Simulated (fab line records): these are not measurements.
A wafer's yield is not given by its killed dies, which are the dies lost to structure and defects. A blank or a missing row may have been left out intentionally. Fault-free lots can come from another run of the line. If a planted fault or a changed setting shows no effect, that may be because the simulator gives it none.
A struck lot beside a sound one + flow rit_cmos + 21 steps out of a route of 202
Sound: wafers L789.1, L789.5, L789.6. Wafers L788.2, L788.5, L788.6 were the ones struck. The cause is given at the end.
Each step with rows lists, per side, the tool, then ch with its chambers, then its first start. Under that, the readings that differ: sound wafers + struck wafers + difference of the means + sigmas: that difference in standard deviations of wafers without a fault.
alike: a reading whose means differ by less than 2 such deviations, as well as words and numbers matching on both sides. not compared: withheld readings; readings where some wafer has no value; bounds like >300 that might hide an equal value; numbers whose values overlap and for which the record gives no deviation.
Wherever a step has rows on one side only, a row that says differs or no value, or a row with sigmas, the two part there. Non-overlapping numbers with no deviation appear without sigmas and do not part them. Lack of a reading on every wafer of one side parts them only where that side has two or more wafers.

first, 2 steps without rows for these wafers: RIT_NSD_HARDBAKE_07 (time 60 s); RIT_NSD_IMPLANT_08.
RIT_NSD_STRIP_09: strips in O2, time 180 s.
  sound on plasma_asher-03 ch 0,1, day 6 12:57; struck on plasma_asher-03 ch 0,1, day 6 06:17
  alike: drypump_motor_current_A
  not compared: rf_hours_counter_h
RIT_NSD_TW_MEAS_10:
  sound on film_metro-01 at day 6 13:08; struck on film_metro-01 at day 6 06:28
  alike: NSD_TW
then, 6 steps without rows for these wafers: RIT_PSD_HMDS_00 (prime time 60 s); RIT_PSD_COAT_01 (resist thk 1000 nm); RIT_PSD_SOFTBAKE_02 (time 60 s); RIT_PSD_EXPOSE_03 (exposes mask M10, target cd 40900 nm); RIT_PSD_PEB_04; RIT_PSD_DEVELOP_05 (develop time 51.19 s).
RIT_PSD_OVL_MEAS_06:
  sound on overlay-02 at day 6 14:11; struck on overlay-02 at day 6 07:22
  alike: PSD_OVL
then, 1 step without rows for these wafers: RIT_PSD_HARDBAKE_07 (time 60 s).
RIT_PSD_IMPLANT_08:
  sound on implanter-02 ch 0, day 6 14:22; struck on implanter-04 ch 0, day 6 07:36
| reading       | sound                         | struck                        | difference | sigmas      |
|---------------|-------------------------------|-------------------------------|------------|-------------|
| beam_on_s (s) | 13.9 14.3 13.4                | 25.6 26.1 25.7                | +11.9      | +28         |
| dose_ions_cm2 | 5.003e+15 4.998e+15 5.002e+15 | 9.493e+15 9.504e+15 9.494e+15 | +4.496e+15 | +99 or more |
  alike: end_station_pressure_torr, faraday_current_uA
RIT_PSD_STRIP_09: strips in O2, time 180 s.
  sound on plasma_asher-04 ch 0,1, day 6 14:31; struck on plasma_asher-02 ch 0,1, day 6 07:51
  alike: drypump_motor_current_A
  not compared: rf_hours_counter_h
RIT_PSD_TW_MEAS_10:
  sound on film_metro-04 at day 6 14:42; struck on film_metro-01 at day 6 08:02
  alike: PSD_TW
  not compared: hold
then, 2 steps without rows for these wafers: RIT_SDANNEAL_CLEAN_01 (cleans in dHF, time 30 s); RIT_SDANNEAL_CLEAN_02 (cleans in SC2, time 600 s).
RIT_SDANNEAL_RTA_03: time 5 s.
  sound on rtp_anneal-01 ch 0, day 6 15:07; struck on rtp_anneal-02 ch 0, day 6 08:28
  alike: ramp_up_c_per_s, wafer_temp_C_max
RIT_SDANNEAL_RS_MEAS_04: a four-point-probe measurement.
  sound on film_metro-02 at day 6 15:11; struck on film_metro-02 at day 6 08:53
| reading         | sound                | struck               | difference | sigmas |
|-----------------|----------------------|----------------------|------------|--------|
| PSD_RS (ohm/sq) | 115.93 116.32 116.10 | 108.41 108.50 108.16 | -7.76      | -28    |
  not compared: hold
RIT_SDANNEAL_RS_MEAS_05: a four-point-probe measurement.
  sound on film_metro-02 at day 6 15:18; struck on film_metro-02 at day 6 12:28
| reading         | sound          | struck                                                                     | difference                   | sigmas |
|-----------------|----------------|----------------------------------------------------------------------------|------------------------------|--------|
| hold            | - - -          | await_dispo/3.5h/release await_dispo/3.5h/release await_dispo/3.5h/release | no value on the sound wafers |        |
| NSD_RS (ohm/sq) | 85.2 85.0 85.3 | 84.6 84.2 84.2                                                             | -0.8                         | -3     |
RIT_M1_PROBE_99:
  sound on prober-01 at day 6 22:41; struck on prober-02 at day 6 19:56
  alike: killed_at_contacts, killed_at_front_end, killed_dies, killed_open, killed_short

== WHERE THEY PART ==
At RIT_PSD_IMPLANT_08 first; at RIT_SDANNEAL_RS_MEAS_05 last (within this record only). Later steps at which nothing parts them and some readings are alike: RIT_M1_PROBE_99.

WHY: whatever the simulator had introduced
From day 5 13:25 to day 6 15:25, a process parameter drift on implanter-04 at RIT_PSD_IMPLANT_08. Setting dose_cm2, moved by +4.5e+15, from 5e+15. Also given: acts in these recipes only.
